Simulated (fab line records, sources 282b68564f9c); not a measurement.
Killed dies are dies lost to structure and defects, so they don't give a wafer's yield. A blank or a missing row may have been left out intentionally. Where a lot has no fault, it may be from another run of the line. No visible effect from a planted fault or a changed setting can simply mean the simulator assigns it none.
fab line records ; flow ritCmos
record: lots: 6; wafers: 18; lastDay: 7
route steps=202 shown CONTACT@177 M1@184
lots untouched by any fault: they come from a run of this same line in which no faults occurred
startH: the number of hours between the record's first day and the start of the first shown wafer of the lot ; waitH: how many hours have passed since the lot's step before this one ; " identical to the entry in the row above ; L1.1+2: a single row standing in for several wafers ; - no value, or no start was given ; * or withheld: withheld ; < > ~ a bound
route shown NAME@n: NAME is a module with steps in the file, n the number in the route of the first one ; usual: mean and standard deviation over wafers with no fault ; same: alike in all rows ; chamber/n: place in a boat ; sites: readings site by site ; _std_site: how widely they spread, as a standard deviation ; _edge_site: inner sites' mean taken away from outer sites' mean ; radiusMm: for every site, how far away it sits from the centre of the wafer ; mask NAME#n: copy n ; behind: the last tool/chamber to shape the wafer ; hold: reason for holding the lot/hours on hold/outcome of the hold ; device: which transistor (n, p or np) failed to switch ; end of line: the route-end tests of the same wafers ; a step with no rows: only its recipe ; killed: dies that structure and defects cost at the first sort, which is not the same as the wafer's yield ; map: a wafer's dies, marking killed ones x, the rest . and places with no die _
set.NAME: the run value of the setting; set.NAME@STEP: its run value at that earlier step ; model.NAME: the simulator's own value behind a step, which no gauge read
a table for each step, a row for each wafer; lots at some steps of the route
services: a tool's chamber out of use, with start hour (startH, from the record's first day; less than 0 if before it), hours out, and reason
== steps ==
step: RIT_CONTACT_OVL_MEAS_09
usual: CONTACT_OVL: 0.4/1.7
lot.wafer;tool;chamber;startH;waitH;CONTACT_OVL[nm]
L614.2;overlay-02;-;57.84;0.1;0.2
L614.5;overlay-02;-;57.84;0.1;0.2
L614.6;overlay-02;-;57.84;0.1;-0.1
L616.3;overlay-01;-;70.94;0.1;-0.5
L616.4;overlay-01;-;70.94;0.1;-0.5
L616.6;overlay-01;-;70.94;0.1;-2.5
L627.2;overlay-01;-;122.73;0.1;0.9
L627.4;overlay-01;-;122.73;0.1;-1.2
L627.5;overlay-01;-;122.73;0.1;0.5
L630.1;overlay-01;-;136.50;0.1;1.8
L630.4;overlay-01;-;136.50;0.1;2.8
L630.6;overlay-01;-;136.50;0.1;2.1
L635.2;overlay-01;-;162.79;0.1;0.8
L635.3;overlay-01;-;162.79;0.1;2.0
L635.6;overlay-01;-;162.79;0.1;0.8
L636.1;overlay-02;-;167.52;0.1;-0.4
L636.2;overlay-02;-;167.52;0.1;-0.2
L636.4;overlay-02;-;167.52;0.1;0.7
step: RIT_CONTACT_HARDBAKE_10
recipe: resist: NOVOLAK; tempC: 140; timeS: 60
step: RIT_CONTACT_ETCH_11
recipe: targetDepthA: 4800; overEtchFrac: 0.2; stopOn: TiSi2; chemistry: CHF3/CF4/Ar; target: SiO2; CHF3_flow_sccm: 50; cf4FlowSccm: 10; Ar_flow_sccm: 100; O2_flow_sccm: 5; pressureMtorr: 100; rfW: 200; timeS: 320
usual: drypumpMotorCurrentA: 5.7/0.5; oesProductAu: 0.988/0.011; throttleValvePct: 8.84/0.1
same: overEtchFrac: 0.2
lot.wafer;tool;chamber;startH;waitH;drypumpMotorCurrentA;oesProductAu;rfHoursCounterH;throttleValvePct
L614.2;rieDiel-03;1;58.02;0.1;5.8;0.971;164;8.66
L614.5;rieDiel-03;1;58.02;0.1;5.8;0.969;-;8.66
L614.6;rieDiel-03;0;58.02;0.1;5.1;0.978;-;8.98
L616.3;rieDiel-04;2;71.11;0.1;5.1;0.991;25;8.94
L616.4;rieDiel-04;3;71.11;0.1;5.9;1.007;43;8.89
L616.6;rieDiel-04;2;71.11;0.1;5.1;0.995;-;8.94
L627.2;rieDiel-01;3;122.91;0.1;6.5;0.982;16;8.76
L627.4;rieDiel-01;0;122.91;0.1;5.3;0.989;-;8.73
L627.5;rieDiel-01;2;122.91;0.1;5.3;1.000;-;8.84
L630.1;rieDiel-04;0;136.68;0.1;5.1;0.993;127;8.83
L630.4;rieDiel-04;2;136.68;0.1;5.1;0.990;27;8.95
L630.6;rieDiel-04;2;136.68;0.1;5.0;0.987;-;8.94
L635.2;rieDiel-01;1;162.97;0.1;5.9;0.990;1;8.95
L635.3;rieDiel-01;0;162.97;0.1;5.3;0.984;133;8.72
L635.6;rieDiel-01;0;162.97;0.1;5.3;0.989;-;8.72
L636.1;rieDiel-03;2;167.70;0.1;5.9;0.962;40;8.91
L636.2;rieDiel-03;0;167.70;0.1;5.1;0.975;90;8.98
L636.4;rieDiel-03;3;167.70;0.1;6.0;1.009;80;8.75
step: RIT_CONTACT_STRIP_12
recipe: chemistry: O2; timeS: 180; resist: NOVOLAK; platenTempC: withheld; powerW: 500; pressureMtorr: 4000; o2FlowSccm: 4000
usual: drypumpMotorCurrentA: 5.8/0.3
lot.wafer;tool;chamber;startH;waitH;drypumpMotorCurrentA;rfHoursCounterH
L614.2;plasmaAsher-03;1;58.21;0.1;5.9;39
L614.5;plasmaAsher-03;0;58.21;0.1;5.4;-
L614.6;plasmaAsher-03;1;58.21;0.1;6.0;-
L616.3;plasmaAsher-04;0;71.37;0.2;6.0;-
L616.4;plasmaAsher-04;1;71.37;0.2;5.7;-
L616.6;plasmaAsher-04;0;71.37;0.2;6.0;-
L627.2;plasmaAsher-04;0;123.11;0.1;6.0;1
L627.4;plasmaAsher-04;0;123.11;0.1;6.0;-
L627.5;plasmaAsher-04;0;123.11;0.1;6.0;-
L630.1;plasmaAsher-04;1;136.88;0.1;5.7;2
L630.4;plasmaAsher-04;1;136.88;0.1;5.7;-
L630.6;plasmaAsher-04;0;136.88;0.1;6.0;-
L635.2;plasmaAsher-04;1;163.17;0.1;5.7;5
L635.3;plasmaAsher-04;0;163.17;0.1;6.0;-
L635.6;plasmaAsher-04;1;163.17;0.1;5.7;-
L636.1;plasmaAsher-01;1;167.90;0.1;5.3;47
L636.2;plasmaAsher-01;0;167.90;0.1;6.1;47
L636.4;plasmaAsher-01;1;167.90;0.1;5.3;-
step: RIT_CONTACT_CD_MEAS_90
recipe: targetCdNm: 1000
usual: cdNm: 1000.6/1.9
lot.wafer;tool;chamber;startH;waitH;cdNm
L614.2;cdSem-02;-;58.41;0.1;999.7
L614.5;cdSem-02;-;58.41;0.1;1001.3
L614.6;cdSem-02;-;58.41;0.1;1001.2
L616.3;cdSem-01;-;71.52;0.1;1001.4
L616.4;cdSem-01;-;71.52;0.1;999.2
L616.6;cdSem-01;-;71.52;0.1;999.8
L627.2;cdSem-02;-;123.30;0.1;999.4
L627.4;cdSem-02;-;123.30;0.1;999.4
L627.5;cdSem-02;-;123.30;0.1;1000.5
L630.1;cdSem-02;-;137.05;0.1;1000.0
L630.4;cdSem-02;-;137.05;0.1;998.0
L630.6;cdSem-02;-;137.05;0.1;999.8
L635.2;cdSem-02;-;163.36;0.1;999.4
L635.3;cdSem-02;-;163.36;0.1;999.9
L635.6;cdSem-02;-;163.36;0.1;1001.2
L636.1;cdSem-02;-;168.07;0.1;999.3
L636.2;cdSem-02;-;168.07;0.1;998.7
L636.4;cdSem-02;-;168.07;0.1;1000.7
step: RIT_CONTACT_CLEAN_13
recipe: chemistry: SC1; mix: 3:3:50; timeS: 600; tempC: 75
step: RIT_CONTACT_CLEAN_14
recipe: chemistry: SC2; mix: 3:3:50; timeS: 600; tempC: 75; dry: n2Spin
step: RIT_M1_SPUTTER_00
recipe: material: Al; targetThkNm: 400; powerW: 2000; chamberPressurePa: 0.4; gas: Ar; timeS: 500; substrateTempC: 25
usual: throttleValvePct: 30.0/0.93
lot.wafer;tool;chamber;startH;waitH;throttleValvePct
L614.2;pvdSputter-02;-;58.88;0.0;30.9
L614.5;pvdSputter-02;-;58.88;0.0;29.1
L614.6;pvdSputter-02;-;58.88;0.0;30.4
L616.3;pvdSputter-02;-;71.95;0.0;30.7
L616.4;pvdSputter-02;-;71.95;0.0;28.7
L616.6;pvdSputter-02;-;71.95;0.0;30.6
L627.2;pvdSputter-02;-;123.77;0.0;30.6
L627.4;pvdSputter-02;-;123.77;0.0;30.6
L627.5;pvdSputter-02;-;123.77;0.0;30.6
L630.1;pvdSputter-04;-;137.52;0.0;30.6
L630.4;pvdSputter-04;-;137.52;0.0;30.4
L630.6;pvdSputter-04;-;137.52;0.0;30.5
L635.2;pvdSputter-02;-;163.99;0.0;28.8
L635.3;pvdSputter-02;-;163.99;0.0;30.5
L635.6;pvdSputter-02;-;163.99;0.0;30.2
L636.1;pvdSputter-03;-;168.54;0.0;30.0
L636.2;pvdSputter-03;-;168.54;0.0;30.2
L636.4;pvdSputter-03;-;168.54;0.0;27.9
step: RIT_M1_RS_MEAS_01
recipe: thkMeasGauge: four-point-probe; reads: Al_of_M1_SPUTTER_00
usual: M1_AL_RS: 0.0732/0.00088
lot.wafer;tool;chamber;startH;waitH;M1_AL_RS[ohm/sq]
L614.2;filmMetro-04;-;59.19;0.2;0.0739
L614.5;filmMetro-04;-;59.19;0.2;0.0730
L614.6;filmMetro-04;-;59.19;0.2;0.0735
L616.3;filmMetro-01;-;72.29;0.2;0.0726
L616.4;filmMetro-01;-;72.29;0.2;0.0724
L616.6;filmMetro-01;-;72.29;0.2;0.0724
L627.2;filmMetro-04;-;124.08;0.2;0.0730
L627.4;filmMetro-04;-;124.08;0.2;0.0727
L627.5;filmMetro-04;-;124.08;0.2;0.0727
L630.1;filmMetro-01;-;137.84;0.2;0.0738
L630.4;filmMetro-01;-;137.84;0.2;0.0739
L630.6;filmMetro-01;-;137.84;0.2;0.0739
L635.2;filmMetro-01;-;164.30;0.2;0.0729
L635.3;filmMetro-01;-;164.30;0.2;0.0738
L635.6;filmMetro-01;-;164.30;0.2;0.0729
L636.1;filmMetro-01;-;168.84;0.1;0.0729
L636.2;filmMetro-01;-;168.84;0.1;0.0730
L636.4;filmMetro-01;-;168.84;0.1;0.0731
step: RIT_M1_THK_MEAS_02
recipe: thkMeasGauge: xrf; reads: Al_of_M1_SPUTTER_00
usual: M1_AL_THK: 405/5.5
lot.wafer;tool;chamber;startH;waitH;M1_AL_THK[nm]
L614.2;filmMetro-04;-;59.30;0.1;401
L614.5;filmMetro-04;-;59.30;0.1;407
L614.6;filmMetro-04;-;59.30;0.1;406
L616.3;filmMetro-01;-;72.39;0.1;407
L616.4;filmMetro-01;-;72.39;0.1;407
L616.6;filmMetro-01;-;72.39;0.1;407
L627.2;filmMetro-04;-;124.19;0.1;410
L627.4;filmMetro-04;-;124.19;0.1;412
L627.5;filmMetro-04;-;124.19;0.1;413
L630.1;filmMetro-01;-;137.96;0.1;398
L630.4;filmMetro-01;-;137.96;0.1;398
L630.6;filmMetro-01;-;137.96;0.1;400
L635.2;filmMetro-01;-;164.41;0.1;404
L635.3;filmMetro-01;-;164.41;0.1;398
L635.6;filmMetro-01;-;164.41;0.1;403
L636.1;filmMetro-01;-;168.96;0.1;407
L636.2;filmMetro-01;-;168.96;0.1;404
L636.4;filmMetro-01;-;168.96;0.1;401
step: RIT_M1_HMDS_03
recipe: primeTimeS: 60; primeTempC: 140
step: RIT_M1_COAT_04
recipe: resist: NOVOLAK; spinRpm: 2000; resistThkNm: 1300
step: RIT_M1_SOFTBAKE_05
recipe: resist: NOVOLAK; tempC: 90; timeS: 60
usual: chillPlateTempC: 23.02/0.11; exhaustPa: 45.0/0.97; heaterPowerTotalW: 34.56/0.049; plateTempC: 89.98/0.12; runLengthS: 89.05/0.19
lot.wafer;tool;chamber;startH;waitH;chillPlateTempC;exhaustPa;heaterPowerTotalW;plateTempC;runLengthS
L614.2;lithoTrack-02;0;59.67;0.1;23.16;45.1;34.52;90.07;88.96
L614.5;lithoTrack-02;0;59.67;0.1;22.90;44.1;34.54;90.09;88.94
L614.6;lithoTrack-02;0;59.67;0.1;22.99;45.5;34.53;89.71;89.01
L616.3;lithoTrack-02;0;72.78;0.1;23.05;46.4;34.62;90.10;88.84
L616.4;lithoTrack-02;0;72.78;0.1;23.15;46.1;34.59;89.98;89.02
L616.6;lithoTrack-02;0;72.78;0.1;22.89;45.2;34.58;90.13;88.97
L627.2;lithoTrack-02;0;124.57;0.1;23.11;44.6;38.10;-;71.89
L627.4;lithoTrack-02;0;124.57;0.1;22.85;44.1;38.00;-;72.05
L627.5;lithoTrack-02;0;124.57;0.1;22.83;43.2;38.03;-;72.21
L630.1;lithoTrack-02;0;138.32;0.1;23.24;44.5;38.08;-;71.89
L630.4;lithoTrack-02;0;138.32;0.1;23.07;45.0;38.12;-;72.10
L630.6;lithoTrack-02;0;138.32;0.1;23.00;44.3;38.10;-;71.90
L635.2;lithoTrack-04;0;164.79;0.1;23.06;44.7;34.59;90.05;89.40
L635.3;lithoTrack-04;0;164.79;0.1;23.15;45.2;34.58;89.97;89.19
L635.6;lithoTrack-04;0;164.79;0.1;23.17;44.8;34.56;89.84;89.36
L636.1;lithoTrack-01;0;169.32;0.1;23.01;45.5;34.53;90.02;89.13
L636.2;lithoTrack-01;0;169.32;0.1;23.01;45.2;34.50;90.05;89.07
L636.4;lithoTrack-01;0;169.32;0.1;22.96;43.9;34.55;89.93;89.08
step: RIT_M1_EXPOSE_06
recipe: maskId: M12; na: 0.6; sourceShape: conventional; sigmaOuter: 0.5; targetCdNm: 2600; doseMj: 250
step: RIT_M1_PEB_07
recipe: resist: NOVOLAK; tempC: withheld; timeS: withheld
step: RIT_M1_DEVELOP_08
recipe: resist: NOVOLAK; developTimeS: 68; devTempC: 23
usual: chillPlateTempC: 23.04/0.12; exhaustPa: 44.9/0.94
lot.wafer;tool;chamber;startH;waitH;chillPlateTempC;exhaustPa;model.NOVOLAK_of_M1_COAT_04.thkNm
L614.2;lithoTrack-02;0;-;-;23.18;46.3;1296
L614.5;lithoTrack-02;0;-;-;23.09;46.5;1303
L614.6;lithoTrack-02;0;-;-;23.16;44.7;1301
L616.3;lithoTrack-02;0;-;-;23.06;44.3;1295
L616.4;lithoTrack-02;0;-;-;22.94;42.8;1299
L616.6;lithoTrack-02;0;-;-;23.02;44.0;1296
L627.2;lithoTrack-02;0;-;-;22.95;44.4;1307
L627.4;lithoTrack-02;0;-;-;22.75;45.2;1308
L627.5;lithoTrack-02;0;-;-;22.94;43.9;1304
L630.1;lithoTrack-01;0;-;-;23.04;45.1;1309
L630.4;lithoTrack-01;0;-;-;23.09;45.0;1308
L630.6;lithoTrack-01;0;-;-;23.00;44.9;1309
L635.2;lithoTrack-02;0;-;-;22.71;46.6;1292
L635.3;lithoTrack-02;0;-;-;22.86;46.0;1300
L635.6;lithoTrack-02;0;-;-;22.87;45.1;1296
L636.1;lithoTrack-01;0;-;-;22.95;45.3;1303
L636.2;lithoTrack-01;0;-;-;22.77;45.0;1302
L636.4;lithoTrack-01;0;-;-;22.92;44.3;1303
step: RIT_M1_CD_MEAS_09
recipe: targetCdNm: 2600
usual: cdNm: 2600.0/2.6
lot.wafer;tool;chamber;startH;waitH;cdNm
L614.2;cdSem-01;-;60.37;-;2600.5
L614.5;cdSem-01;-;60.37;-;2599.9
L614.6;cdSem-01;-;60.37;-;2599.8
L616.3;cdSem-02;-;73.68;-;2603.3
L616.4;cdSem-02;-;73.68;-;2603.4
L616.6;cdSem-02;-;73.68;-;2603.6
L627.2;cdSem-02;-;125.27;-;2599.2
L627.4;cdSem-02;-;125.27;-;2598.6
L627.5;cdSem-02;-;125.27;-;2599.9
L630.1;cdSem-01;-;139.40;-;2605.8
L630.4;cdSem-01;-;139.40;-;2603.8
L630.6;cdSem-01;-;139.40;-;2601.8
L635.2;cdSem-02;-;165.49;-;2596.3
L635.3;cdSem-02;-;165.49;-;2596.1
L635.6;cdSem-02;-;165.49;-;2597.6
L636.1;cdSem-01;-;170.02;-;2598.2
L636.2;cdSem-01;-;170.02;-;2599.8
L636.4;cdSem-01;-;170.02;-;2598.0
step: RIT_M1_PROBE_99
usual: defectLimitedYield: 97.3/1.3; killedAtContacts: 0.1/0.25; killedAtFrontEnd: 7/3.3; killedDies: 7/3.3; killedOpen: 3.6/2; killedShort: 3.6/2.1; sort_bin_3_pad_short: 0.1/0.25; sort_bin_5_function: 1.6/0.91; sort_bin_6_memory: 1.0/0.65; sortNPass: 257/3.3; sortYieldPct: 97.3/1.3
same: grossDies: 264; killed_at_M0_to_M3: 0; killed_at_M4_up: 0; killedAtBackSide: 0; killedAtOther: 0
lot.wafer;tool;chamber;startH;waitH;defectLimitedYield[%];killedAtContacts;killedAtFrontEnd;killedDies;killedOpen;killedShort;sort_bin_3_pad_short[%];sort_bin_5_function[%];sort_bin_6_memory[%];sortNPass;sortYieldPct[%]
L614.2;prober-02;-;63.49;0.1;96.6;0;9;9;3;6;0;1.9;1.5;255;96.6
L614.5;prober-02;-;63.64;0.2;97.7;0;6;6;3;3;0;1.9;0.4;258;97.7
L614.6;prober-02;-;63.69;0.2;95.8;0;11;11;7;4;0;3.0;1.1;253;95.8
L616.3;prober-02;-;76.48;0.2;98.9;0;3;3;1;2;0.4;0.4;0.4;261;98.9
L616.4;prober-02;-;76.53;0.2;98.9;0;3;3;3;0;0;0.4;0.8;261;98.9
L616.6;prober-02;-;76.63;0.2;96.2;0;10;10;4;6;0.4;1.5;1.9;254;96.2
L627.2;prober-01;-;128.00;0.1;97.3;0;7;7;5;2;0;1.5;1.1;257;97.3
L627.4;prober-01;-;128.10;0.2;96.2;0;10;10;6;4;0;2.3;1.5;254;96.2
L627.5;prober-01;-;128.15;0.2;97.3;0;7;7;5;2;0;0.8;1.9;257;97.3
L630.1;prober-02;-;142.10;0.1;95.5;0;12;12;5;7;0;2.7;1.9;252;95.5
L630.4;prober-02;-;142.25;0.2;98.1;0;5;5;2;3;0;1.1;0.8;259;98.1
L630.6;prober-02;-;142.35;0.2;98.1;0;5;5;1;4;0;1.5;0.4;259;98.1
L635.2;prober-01;-;169.21;0.1;97.0;0;8;8;5;3;0;2.3;0.8;256;97.0
L635.3;prober-01;-;169.26;0.2;96.6;0;9;9;2;7;0.8;1.1;1.5;255;96.6
L635.6;prober-01;-;169.41;0.2;98.1;1;4;5;2;3;0;1.1;0.8;259;98.1
L636.1;prober-02;-;173.91;0.1;99.2;0;2;2;1;1;0;0.8;0;262;99.2
L636.2;prober-02;-;173.96;0.1;99.2;0;2;2;0;2;0;0.4;0.4;262;99.2
L636.4;prober-02;-;174.06;0.2;98.9;0;3;3;2;1;0;0;1.1;261;98.9
killed by level:class
L614.2 FOX1:geometricParticle:short=3 GATE:geometricParticle:short=3 GATE:geometricParticle:open=2 FOX1:geometricParticle:open=1
L614.5 GATE:geometricParticle:short=2 REOX:geometricParticle:open=1 SPACER:geometricParticle:short=1 SPACER:geometricParticle:open=1 SILICIDE:geometricParticle:open=1
L614.6 GATE:geometricParticle:open=5 GATE:geometricParticle:short=2 FOX1:geometricParticle:short=1 REOX:geometricParticle:open=1 SILICIDE:geometricParticle:short=1 SILICIDE:geometricParticle:open=1
L616.3 GATE:geometricParticle:short=1 GATE:geometricParticle:open=1 SILICIDE:geometricParticle:short=1
L616.4 GATE:geometricParticle:open=3
L616.6 SPACER:geometricParticle:short=2 REOX:geometricParticle:short=2 SPACER:geometricParticle:open=2 FOX1:geometricParticle:open=1 GATE:geometricParticle:open=1 GATE:geometricParticle:short=1 SILICIDE:geometricParticle:short=1
L627.2 GATE:geometricParticle:open=2 SILICIDE:geometricParticle:open=2 FOX2:geometricParticle:open=1 GATE:geometricParticle:short=1 REOX:geometricParticle:short=1
L627.4 GATE:geometricParticle:open=2 SPACER:geometricParticle:open=2 FOX1:geometricParticle:open=1 FOX1:geometricParticle:short=1 GATE:geometricParticle:short=1 REOX:geometricParticle:short=1 REOX:geometricParticle:open=1 SPACER:geometricParticle:short=1
L627.5 GATE:geometricParticle:open=2 REOX:geometricParticle:open=2 REOX:geometricParticle:short=2 SPACER:geometricParticle:open=1
L630.1 SILICIDE:geometricParticle:short=3 GATE:geometricParticle:open=2 GATE:geometricParticle:short=2 SPACER:geometricParticle:open=2 FOX1:geometricParticle:short=1 REOX:geometricParticle:short=1 REOX:geometricParticle:open=1
L630.4 SILICIDE:geometricParticle:open=2 FOX2:geometricParticle:short=1 SPACER:geometricParticle:short=1 SILICIDE:geometricParticle:short=1
L630.6 GATE:geometricParticle:open=1 GATE:geometricParticle:short=1 REOX:geometricParticle:short=1 SPACER:geometricParticle:short=1 SILICIDE:geometricParticle:short=1
L635.2 GATE:geometricParticle:open=2 SILICIDE:geometricParticle:open=2 FOX1:geometricParticle:short=1 REOX:geometricParticle:short=1 REOX:geometricParticle:open=1 SILICIDE:geometricParticle:short=1
L635.3 FOX2:geometricParticle:short=3 GATE:geometricParticle:short=2 FOX2:geometricParticle:open=1 GATE:geometricParticle:open=1 SPACER:geometricParticle:short=1 SILICIDE:geometricParticle:short=1
L635.6 SILICIDE:geometricParticle:short=2 GATE:geometricParticle:short=1 REOX:geometricParticle:open=1 CONTACT:geometricParticle:open=1
L636.1 FOX2:geometricParticle:open=1 SPACER:geometricParticle:short=1
L636.2 FOX1:geometricParticle:short=2
L636.4 SPACER:geometricParticle:open=2 GATE:geometricParticle:short=1
== services ==
tool;chamber;startH;hours;kind
rieDiel-03;-;55.20;1.5;repair
rieDiel-03;1;75.11;-;clean
rieDiel-03;1;75.11;20.8;scheduledDown
rieDiel-03;1;75.11;20.8;ventCycle
rieDiel-03;2;90.93;5.7;repair
rieDiel-01;1;98.07;-;clean
rieDiel-01;1;98.07;-;consumableReplace:esc
rieDiel-01;1;98.07;27.3;scheduledDown
rieDiel-01;1;98.07;27.3;ventCycle
plasmaAsher-04;-;108.75;9.0;pm
plasmaAsher-04;0;108.75;9.0;ventCycle
plasmaAsher-04;1;108.75;9.0;ventCycle
plasmaAsher-01;-;111.34;10.6;repair
plasmaAsher-04;0;117.75;-;clean
plasmaAsher-04;1;117.75;-;clean
plasmaAsher-01;-;123.88;14.6;pm
pvdSputter-02;-;141.30;8.2;repair
plasmaAsher-03;-;167.46;2.8;pm
== key ==
firstSign: step: RIT_M1_SOFTBAKE_05; reading: runLengthS; direction: down; sigmas: 89; usual: *; struck: *
effect: step: RIT_M1_SOFTBAKE_05; reading: heaterPowerTotalW; direction: up; sigmas: 71; usual: 34.56; struck: 38.07
modelEffect: step: RIT_M1_DEVELOP_08; value: NOVOLAK_of_M1_COAT_04.thkNm; without: 1298; struck: 1308
metAt RIT_M1_SOFTBAKE_05
struckWafers L627.2,L627.4,L627.5,L630.1,L630.4,L630.6
loopTrim: step: RIT_M1_EXPOSE_06; setting: dose; lots: L630
onsetBetween 72.78 124.57
fault: kind: processParameterDrift; tool: lithoTrack-02; chamber: -; onsetH: 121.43; steps: RIT_M1_SOFTBAKE_05; channel: timeS; offset: *; shape: step; actsIn: *; stated: *
loopTrim: a control loop set the setting to another value than it would have without faults
